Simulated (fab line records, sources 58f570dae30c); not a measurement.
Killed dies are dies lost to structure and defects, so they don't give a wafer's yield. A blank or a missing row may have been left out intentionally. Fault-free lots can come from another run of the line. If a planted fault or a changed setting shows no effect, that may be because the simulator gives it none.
Lot-split experiment + flow berkeley cmos170 + route with 331 steps; 5 lots, 23 wafers read

ON THE SPLIT
At UCB170_M3_SPUTTER_01 (material Al, target thk 900 nm, time 120 s), the setting time s was moved away from the recipe's 120 s on 5 of the 23 wafers read, by +10.5% to +11.2%. The other wafers ran this setting at the recipe's value.

FROM THE SPLIT TO THE READING: what the file shows between them, 4 steps
- UCB170_M3_RS_MEAS_02: measures by four-point-probe
- UCB170_M3_THK_MEAS_03: measures by xrf
- UCB170_M3_DEVELOP_14: develop time 45 s (also split here: develop time s)
- UCB170_M3_ETCH_17: etches BARC in N2/H2

THE READING
oes product au, in a.u., at UCB170_M3_METAL_ETCH_18 (etches Al in Cl2/BCl3, stops on SiO2, target depth 1170 nm, time 186.4 s). On this fab line, fault-free wafers typically give 0.874 a.u. with a standard deviation of 0.011 a.u.

| wafer  | tool, chamber at the split | time s as run, s | against the recipe | oes product au, a.u. | against lot-mates on the recipe |
|--------|----------------------------|------------------|--------------------|----------------------|---------------------------------|
| L075.1 | pvd sputter-02, -          | 133.4            | +11.2%             | 0.933                | +0.071                          |
| L075.2 | pvd sputter-02, -          | 133.4            | +11.2%             | 0.916                | +0.054                          |
| L075.3 | pvd sputter-02, -          | 120              | recipe             | 0.860                | -                               |
| L075.5 | pvd sputter-02, -          | 133.4            | +11.2%             | 0.934                | +0.072                          |
| L075.6 | pvd sputter-02, -          | 120              | recipe             | 0.864                | -                               |
| L080.1 | pvd sputter-04, -          | 120              | recipe             | 0.866                | -                               |
| L080.2 | pvd sputter-04, -          | 132.6            | +10.5%             | 0.932                | +0.059                          |
| L080.3 | pvd sputter-04, -          | 132.6            | +10.5%             | 0.920                | +0.047                          |
| L080.5 | pvd sputter-04, -          | 120              | recipe             | 0.880                | -                               |
| L080.6 | pvd sputter-04, -          | 120              | recipe             | 0.874                | -                               |
| L077.2 | pvd sputter-02, -          | 120              | recipe             | 0.865                | -                               |
| L077.3 | pvd sputter-02, -          | 120              | recipe             | 0.868                | -                               |
| L077.4 | pvd sputter-02, -          | 120              | recipe             | 0.858                | -                               |
| L077.5 | pvd sputter-02, -          | 120              | recipe             | 0.869                | -                               |
| L077.6 | pvd sputter-02, -          | 120              | recipe             | 0.863                | -                               |
| L083.1 | pvd sputter-04, -          | 120              | recipe             | 0.884                | -                               |
| L083.3 | pvd sputter-04, -          | 120              | recipe             | 0.867                | -                               |
| L083.4 | pvd sputter-04, -          | 120              | recipe             | 0.866                | -                               |
| L085.2 | pvd sputter-02, -          | 120              | recipe             | 0.860                | -                               |
| L085.3 | pvd sputter-02, -          | 120              | recipe             | 0.872                | -                               |
| L085.4 | pvd sputter-02, -          | 120              | recipe             | 0.874                | -                               |
| L085.5 | pvd sputter-02, -          | 120              | recipe             | 0.876                | -                               |
| L085.6 | pvd sputter-02, -          | 120              | recipe             | 0.866                | -                               |

THE FIT
A straight line over all 23 wafers: oes product au changes by +0.00537 a.u. for each +1% of time s; r = +0.96; the points scatter about the line by 0.0073 a.u.
The same after taking each lot's own level away (the mean of its wafers on the recipe; 23 wafers): +0.00556 a.u. for each +1%; r = +0.97; scatter 0.0067 a.u.
The reading moves by 0.062 a.u. for the largest change in time s, on that fit.
Measured against the standard deviation above, the lots' own levels, which go from 0.8620 to 0.8733 a.u., span 1.0 times it.
The two slopes agree, so the slope changes little with the lot-to-lot level.
Check: with one of the wafers moved furthest among these (+11.2%) left out of the fit, the line predicts +0.0597 a.u. for it against its lot-mates. Against them it came out at +0.071 a.u.

FURTHER SPLITS ON THESE WAFERS
Note: prior to the reading, these wafers also went through further splits. Each is held against what the fit with the lots' levels taken away leaves over:
| other split on the same wafers         | wafers away from the commonest value | r with oes product au (lot level and that fit taken away) |
|----------------------------------------|--------------------------------------|-----------------------------------------------------------|
| UCB170_V1_EXPOSE_09 dose mj            | 5                                    | -0.10                                                     |
| UCB170_M2_COAT_05 resist thk nm        | 4                                    | +0.13                                                     |
| UCB170_M2_METAL_ETCH_18 over etch frac | 8                                    | +0.25                                                     |
| UCB170_V2_EXPOSE_09 dose mj            | 5                                    | -0.13                                                     |
| UCB170_M3_DEVELOP_14 develop time s    | 7                                    | -0.22                                                     |

THE WHOLE CHAIN: every reading that the file lists as answering this split, in the file's order
| step                    | what it does                                                             | reading                                                                     | change (the file's fit)                   | r (the file's) |
|-------------------------|--------------------------------------------------------------------------|-----------------------------------------------------------------------------|-------------------------------------------|----------------|
| UCB170_M3_SPUTTER_01    | material Al, target thk 900 nm, time 120 s                               | Al_of_M3_SPUTTER_01.thk nm (the simulator's own value, which no gauge read) | +9.3 nm for each +1% of the setting       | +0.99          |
| UCB170_M3_RS_MEAS_02    | measures by four-point-probe                                             | M3_AL_RS                                                                    | -0.000303 for each +1% of the setting     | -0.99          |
| UCB170_M3_THK_MEAS_03   | measures by xrf                                                          | M3_AL_THK                                                                   | +9.18 for each +1% of the setting         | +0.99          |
| UCB170_M3_METAL_ETCH_18 | etches Al in Cl2/BCl3, stops on SiO2, target depth 1170 nm, time 186.4 s | oes product au                                                              | +0.00548 a.u. for each +1% of the setting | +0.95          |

FILE'S OWN FIT
oes product au changes by +0.00548 a.u. for each +1% of time s, r = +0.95.
